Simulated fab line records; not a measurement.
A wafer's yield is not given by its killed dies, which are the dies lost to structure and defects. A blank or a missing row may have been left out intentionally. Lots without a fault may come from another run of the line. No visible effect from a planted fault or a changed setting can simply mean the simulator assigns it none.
Which tool is to blame? / flow rit cmos / 36 wafers from 12 lots sampled at 2 of the route's 202 steps

WHAT THE GAUGES SHOWED, per wafer
RIT_M1_CD_MEAS_09: target cd 2600 nm.
lot=L316; measured=day 3 05:38; on=cd sem-01; cd nm (nm)=2598.4 2601.9 2600.0
lot=L317; measured=day 3 10:53; on=cd sem-01; cd nm (nm)=2601.3 2601.5 2601.6
lot=L318; measured=day 3 17:10; on=cd sem-01; cd nm (nm)=2598.6 2597.2 2600.1
lot=L319; measured=day 3 21:23; on=cd sem-01; cd nm (nm)=2604.9 2605.7 2604.8
lot=L320; measured=day 4 01:43; on=cd sem-02; cd nm (nm)=2596.9 2597.6 2599.9
lot=L321; measured=day 4 06:26; on=cd sem-02; cd nm (nm)=2602.4 2602.8 2603.3
lot=L323; measured=day 4 18:08; on=cd sem-02; cd nm (nm)=2602.6 2599.5 2599.6
lot=L324; measured=day 4 23:24; on=cd sem-02; cd nm (nm)=- - -
lot=L325; measured=day 5 04:57; on=cd sem-02; cd nm (nm)=- - -
lot=L334; measured=day 7 11:59; on=cd sem-02; cd nm (nm)=2600.7 2602.3 2600.8
lot=L335; measured=day 7 16:03; on=cd sem-02; cd nm (nm)=2600.0 2601.2 2599.3
lot=L336; measured=day 7 17:56; on=cd sem-02; cd nm (nm)=2600.4 2600.6 2601.4

WHAT TOOL EACH LOT RAN ON (gives the tool, then ch and the chambers of the sampled wafers, and finally the start)
lot=L316; RIT_M1_COAT_04=litho track-04 ch 0, day 3 04:47
lot=L317; RIT_M1_COAT_04=litho track-04 ch 0, day 3 10:10
lot=L318; RIT_M1_COAT_04=litho track-04 ch 0, day 3 16:19
lot=L319; RIT_M1_COAT_04=litho track-02 ch 0, day 3 20:32
lot=L320; RIT_M1_COAT_04=litho track-01 ch 0, day 4 00:59
lot=L321; RIT_M1_COAT_04=litho track-04 ch 0, day 4 05:43
lot=L323; RIT_M1_COAT_04=litho track-04 ch 0, day 4 17:25
lot=L324; RIT_M1_COAT_04=litho track-01, day 4 22:40
lot=L325; RIT_M1_COAT_04=litho track-04, day 5 04:13
lot=L334; RIT_M1_COAT_04=litho track-01 ch 0, day 7 11:08
lot=L335; RIT_M1_COAT_04=litho track-04 ch 0, day 7 15:07
lot=L336; RIT_M1_COAT_04=litho track-02 ch 0, day 7 17:06
- RIT_M1_COAT_04: resist thk 1300 nm.

AS READ BY THE TOOLS THEMSELVES (means over the sampled wafers that have a number; for cases with no such wafer, the mark the record gives instead)
RIT_M1_COAT_04.
lot=L316; tool=litho track-04; chill plate temp C (C)=22.93; dispense pressure kPa (kPa)=48.4; exhaust pa (Pa)=45.5
lot=L317; tool=litho track-04; chill plate temp C (C)=23.09; dispense pressure kPa (kPa)=48.4; exhaust pa (Pa)=44.0
lot=L318; tool=litho track-04; chill plate temp C (C)=22.98; dispense pressure kPa (kPa)=48.4; exhaust pa (Pa)=45.4
lot=L319; tool=litho track-02; chill plate temp C (C)=23.04; dispense pressure kPa (kPa)=46.0; exhaust pa (Pa)=44.5
lot=L320; tool=litho track-01; chill plate temp C (C)=22.85; dispense pressure kPa (kPa)=52.4; exhaust pa (Pa)=44.8
lot=L321; tool=litho track-04; chill plate temp C (C)=23.02; dispense pressure kPa (kPa)=48.4; exhaust pa (Pa)=44.5
lot=L323; tool=litho track-04; chill plate temp C (C)=23.10; dispense pressure kPa (kPa)=48.4; exhaust pa (Pa)=45.7
lot=L324; tool=litho track-01; chill plate temp C (C)=-; dispense pressure kPa (kPa)=-; exhaust pa (Pa)=-
lot=L325; tool=litho track-04; chill plate temp C (C)=-; dispense pressure kPa (kPa)=-; exhaust pa (Pa)=-
lot=L334; tool=litho track-01; chill plate temp C (C)=22.97; dispense pressure kPa (kPa)=52.4; exhaust pa (Pa)=44.7
lot=L335; tool=litho track-04; chill plate temp C (C)=22.97; dispense pressure kPa (kPa)=48.3; exhaust pa (Pa)=44.9
lot=L336; tool=litho track-02; chill plate temp C (C)=23.04; dispense pressure kPa (kPa)=46.0; exhaust pa (Pa)=44.7

THE ANSWER, worked out from the rows above alone
Rule: usual is defined by the lots themselves. Put in order of their means at a reading, lots are off if they are a third of the lots or fewer, leave a main group of 4 or more, and stand apart from it by a gap of 3 or more times the standard deviation of the main group's means; of several such gaps the widest counts. Not used: any main group whose means are identical at the precision the tables above print for the reading. A lot without any number at a reading at which 4 lots or more have one is off too. All remaining lots with rows at the step are treated as sound. The gauges are gone through in route order, then the tools' own readings, and for those a lot's mean is taken as printed above. The first step at which some lot is off is used, and at that step the reading that is off furthest; a lot without a number counts as furthest.
Off: L324, L325, at RIT_M1_CD_MEAS_09 (cd nm). Without a number there: L324, L325. For the main group the mean is 2600.9 nm and the standard deviation 1.9.
A tool fits if, at a process step before that reading, it ran every lot that is off, and no sound lot after the first of them. Not tried: the gauges at RIT_M1_CD_MEAS_09; whatever is off there is also off at RIT_M1_COAT_04, on other tools, and gauge error can't account for it. Of those tried, none fits.

WHAT THE SIMULATOR HAD PUT IN
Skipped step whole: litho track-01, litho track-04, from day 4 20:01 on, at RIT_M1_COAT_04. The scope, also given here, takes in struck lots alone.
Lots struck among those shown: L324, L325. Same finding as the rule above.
